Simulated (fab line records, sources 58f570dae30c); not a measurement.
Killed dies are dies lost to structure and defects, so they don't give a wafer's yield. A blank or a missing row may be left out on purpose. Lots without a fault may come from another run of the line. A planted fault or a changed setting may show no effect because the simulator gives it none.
Which tool did it? | flow berkeley_cmos170 | 15 lots, 45 wafers sampled, at 5 steps of a route of 331

WHAT THE GAUGES READ, wafer by wafer
UCB170_PSD_OVL_MEAS_07. Usual: PSD_OVL -5 nm, standard deviation 4.4.
lot  | measured     | on         | PSD_OVL (nm) | flag
L420 | day 6 12:35  | overlay-02 | -10 -11 -11  |
L421 | day 6 13:11  | overlay-01 | -2 0 -3      |
L422 | day 6 18:19  | overlay-01 | 2 -2 -4      |
L423 | day 7 01:22  | overlay-01 | -1 -4 -8     |
L426 | day 7 20:38  | overlay-01 | -4 -7 0      |
L428 | day 8 11:10  | overlay-01 | 0 -7 -8      |
L430 | day 8 21:56  | overlay-02 | -3 1 -9      |
L429 | day 8 22:10  | overlay-01 | -2 3 -3      |
L432 | day 9 09:11  | overlay-02 | -6 -3 -10    |
L433 | day 9 09:26  | overlay-01 | -14 -9 -9    |
L434 | day 9 13:38  | overlay-01 | -1 0 1       |
L437 | day 9 23:56  | overlay-01 | -9 -3 -4     |
L439 | day 10 21:11 | overlay-02 | -8 -5 -6     |
L441 | day 11 01:26 | overlay-02 | -4 -7 2      |
L443 | day 11 09:21 | overlay-01 | -6 -4 -11    |

UCB170_NSD_CD_MEAS_06: target cd 1200 nm. Usual: cd_nm 1200.3 nm, standard deviation 1.2.
lot  | measured     | on        | cd_nm (nm)           | flag
L420 | day 6 15:12  | cd_sem-01 | 1199.4 1199.9 1200.1 |
L421 | day 6 15:39  | cd_sem-01 | 1201.4 1201.7 1201.1 |
L422 | day 6 19:46  | cd_sem-02 | 1198.3 1199.1 1198.9 |
L423 | day 7 03:11  | cd_sem-01 | 1200.6 1201.6 1201.6 |
L426 | day 7 22:05  | cd_sem-01 | 1201.7 1200.3 1202.1 |
L428 | day 8 13:19  | cd_sem-02 | 1201.0 1200.4 1202.3 |
L430 | day 9 02:08  | cd_sem-01 | 1199.3 1198.8 1200.8 |
L429 | day 9 02:08  | cd_sem-02 | 1199.6 1200.0 1199.7 |
L432 | day 9 10:58  | cd_sem-02 | 1200.5 1199.4 1200.2 |
L433 | day 9 11:05  | cd_sem-01 | 1200.9 1201.1 1201.2 |
L434 | day 9 15:07  | cd_sem-02 | 1199.2 1202.2 1198.5 |
L437 | day 10 01:56 | cd_sem-02 | 1200.5 1199.1 1198.9 |
L439 | day 11 00:50 | cd_sem-01 | 1199.0 1199.4 1199.9 |
L441 | day 11 02:52 | cd_sem-01 | 1199.2 1199.7 1199.5 |
L443 | day 11 10:43 | cd_sem-02 | 1202.2 1201.0 1201.1 |

UCB170_NSD_OVL_MEAS_07. Usual: NSD_OVL -2 nm, standard deviation 4.3.
lot  | measured     | on         | NSD_OVL (nm) | flag
L420 | day 6 15:19  | overlay-02 | -11 -6 -7    |
L421 | day 6 15:44  | overlay-01 | 2 0 -1       |
L422 | day 6 19:53  | overlay-01 | 2 1 -5       |
L423 | day 7 03:19  | overlay-02 | -9 -9 -5     |
L426 | day 7 22:13  | overlay-01 | -3 -2 3      |
L428 | day 8 13:25  | overlay-02 | -13 -14 -8   |
L430 | day 9 02:14  | overlay-01 | -2 2 -5      |
L429 | day 9 02:14  | overlay-02 | 4 -5 -2      |
L432 | day 9 11:05  | overlay-02 | 2 3 -4       |
L433 | day 9 11:11  | overlay-01 | -2 5 -3      |
L434 | day 9 15:14  | overlay-01 | 2 1 -2       |
L437 | day 10 02:03 | overlay-02 | 1 -3 5       |
L439 | day 11 00:57 | overlay-01 | 6 -2 2       |
L441 | day 11 02:59 | overlay-01 | -1 -5 -6     |
L443 | day 11 10:50 | overlay-02 | -8 0 -12     |

UCB170_SDANNEAL_RS_MEAS_02: measures by four-point-probe. Usual: PSD_RS 75.6 ohm/sq, standard deviation 0.33.
lot  | measured     | on            | PSD_RS (ohm/sq)               | flag
L420 | day 6 17:04  | film_metro-04 | 75.7 75.5 75.8                |
L421 | day 6 17:34  | film_metro-01 | 75.4 75.3 75.6                |
L422 | day 6 21:17  | film_metro-03 | 75.2 75.6 75.3                |
L423 | day 7 05:13  | film_metro-04 | 76.1 76.2 75.9                |
L426 | day 8 00:15  | film_metro-03 | 75.1 74.8 74.9                |
L428 | day 8 15:01  | film_metro-01 | 74.0 74.2 74.0 74.1 74.0 74.0 | OFF
L430 | day 9 05:39  | film_metro-04 | 74.2 74.2 74.1 74.2 74.2 74.1 | OFF
L429 | day 9 05:39  | film_metro-03 | 75.8 76.0 75.7                |
L432 | day 9 13:27  | film_metro-03 | 73.9 73.8 73.9 73.8 73.6 73.8 | OFF
L433 | day 9 13:27  | film_metro-01 | 75.3 75.3 75.0                |
L434 | day 9 16:37  | film_metro-04 | 74.9 75.0 75.3                |
L437 | day 10 03:32 | film_metro-01 | 76.3 75.9 75.9                |
L439 | day 11 02:20 | film_metro-04 | 75.6 75.7 75.7                |
L441 | day 11 04:32 | film_metro-03 | 75.5 75.5 75.4                |
L443 | day 11 12:34 | film_metro-04 | 75.6 75.8 76.0                |

WHICH TOOL RAN EACH LOT (tool, then ch and the chambers of the sampled wafers, then the start)
lot  | UCB170_SDANNEAL_RTA_01
L420 | rtp_anneal-02 ch 0, day 6 17:00
L421 | rtp_anneal-01 ch 0, day 6 17:29
L422 | rtp_anneal-01 ch 0, day 6 21:14
L423 | rtp_anneal-01 ch 0, day 7 05:09
L426 | rtp_anneal-02 ch 0, day 8 00:11
L428 | rtp_anneal-01 ch 0, day 8 14:57
L430 | rtp_anneal-01 ch 0, day 9 05:35
L429 | rtp_anneal-02 ch 0, day 9 05:35
L432 | rtp_anneal-01 ch 0, day 9 13:23
L433 | rtp_anneal-02 ch 0, day 9 13:23
L434 | rtp_anneal-02 ch 0, day 9 16:34
L437 | rtp_anneal-02 ch 0, day 10 03:29
L439 | rtp_anneal-02 ch 0, day 11 02:16
L441 | rtp_anneal-02 ch 0, day 11 04:28
L443 | rtp_anneal-02 ch 0, day 11 12:29
- UCB170_SDANNEAL_RTA_01: time 5 s.

WHAT THE TOOLS THEMSELVES READ (means of the sampled wafers that have a number; where no wafer has one, the mark that the record gives instead)
UCB170_SDANNEAL_RTA_01. Usual: lamp_power_pct 32.6 %, standard deviation 2.6; wafer_temp_C_max 1055.8, standard deviation 1.2.
lot  | tool          | lamp_power_pct (%) | wafer_temp_C_max | flag
L420 | rtp_anneal-02 | 30.0               | 1055.3           |
L421 | rtp_anneal-01 | 35.1               | 1056.3           |
L422 | rtp_anneal-01 | 35.1               | 1056.1           |
L423 | rtp_anneal-01 | 35.2               | 1056.0           |
L426 | rtp_anneal-02 | 30.1               | 1055.1           |
L428 | rtp_anneal-01 | 35.2               | 1056.7           |
L430 | rtp_anneal-01 | 35.2               | 1056.9           |
L429 | rtp_anneal-02 | 30.0               | 1056.0           |
L432 | rtp_anneal-01 | 35.1               | 1056.6           |
L433 | rtp_anneal-02 | 30.0               | 1054.5           |
L434 | rtp_anneal-02 | 30.0               | 1055.3           |
L437 | rtp_anneal-02 | 30.0               | 1055.0           |
L439 | rtp_anneal-02 | 30.1               | 1055.1           |
L441 | rtp_anneal-02 | 30.0               | 1054.6           |
L443 | rtp_anneal-02 | 30.1               | 1055.4           |

THE ANSWER, worked out from the rows above alone
Rule: a lot is off if the mean of its wafers that have a number lies more than 3 standard deviations from the usual mean. A lot without any number at a reading at which 4 lots or more have one is off too. The other lots that the step has rows for count as sound. The gauges are gone through in route order, then the tools' own readings, and for those a lot's mean is taken as printed above. The first step at which some lot is off is used, and at that step the reading that is off furthest; a lot without a number counts as furthest.
Off: L428, L430, L432, at UCB170_SDANNEAL_RS_MEAS_02 (PSD_RS).
A tool fits if, at a process step before that reading, it ran every lot that is off, and no sound lot after the first of them. The gauges at UCB170_SDANNEAL_RS_MEAS_02 are tried like those tools. One fits: rtp_anneal-01 at UCB170_SDANNEAL_RTA_01. Its last sound lot is L423 (day 7 05:09), its first lot that is off L428 (day 8 14:57): a fault that began between those two fits.

WHAT THE SIMULATOR HAD PUT IN
Process parameter drift: rtp_anneal-01, from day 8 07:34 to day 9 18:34, at UCB170_SDANNEAL_RTA_01. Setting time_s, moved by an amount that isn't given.
Lots struck among those shown: L428, L430, L432. The rule above found the same.
